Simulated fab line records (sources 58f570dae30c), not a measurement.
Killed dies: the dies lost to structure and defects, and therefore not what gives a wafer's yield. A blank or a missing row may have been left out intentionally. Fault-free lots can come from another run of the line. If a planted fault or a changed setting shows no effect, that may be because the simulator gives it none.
Matching of chambers | flow berkeley-cmos170 | UCB170_SPACER_ETCHBACK_03 on rie-diel-02: 4 sister chambers
The step etches SiO2 in CHF3/CF4/Ar, stops on Si, target depth 376 nm, time 100 s. 4 wafers are shown with their chamber, then 7 later ones without.

## WAFERS WITH THEIR CHAMBER
wafer  | chamber | throttle-valve-pct (%)
L605.1 | 0       | 6.33
L613.5 | 3       | 6.43
L615.1 | 2       | 6.51
L615.2 | 1       | 6.48

## WAFERS MISSING THEIR CHAMBER
wafer  | throttle-valve-pct (%)
L615.5 | 6.43
L621.1 | 6.44
L621.2 | 6.30
L621.3 | 6.48
L617.2 | 6.48
L617.4 | 6.41
L617.6 | 6.47

## THE CHAMBER EACH PASSED THROUGH
wafer  | from the rows above | in truth
L615.5 | 3                   | 3
L621.1 | 3                   | 3
L621.2 | 0                   | 0
L621.3 | 1                   | 1
L617.2 | 1                   | 1
L617.4 | 3                   | 3
L617.6 | 1                   | 1
Correct placement for 7 of the 7. Left unplaced by these rows: 0. Wrongly placed: 0.
How it was worked out, from the rows above alone: a wafer's distance from a chamber is the root of the sum, over the readings, of the square of ((its reading less the chamber's mean) divided by the reading's scatter). If the next closest chamber is less than 2 further off than the closest, the wafer can't be placed; otherwise it belongs to the closest. Each chamber's mean is taken over the wafers shown for it. The scatter: root of mean squared gap, hidden wafer to nearest shown wafer, with one shown wafer a chamber.
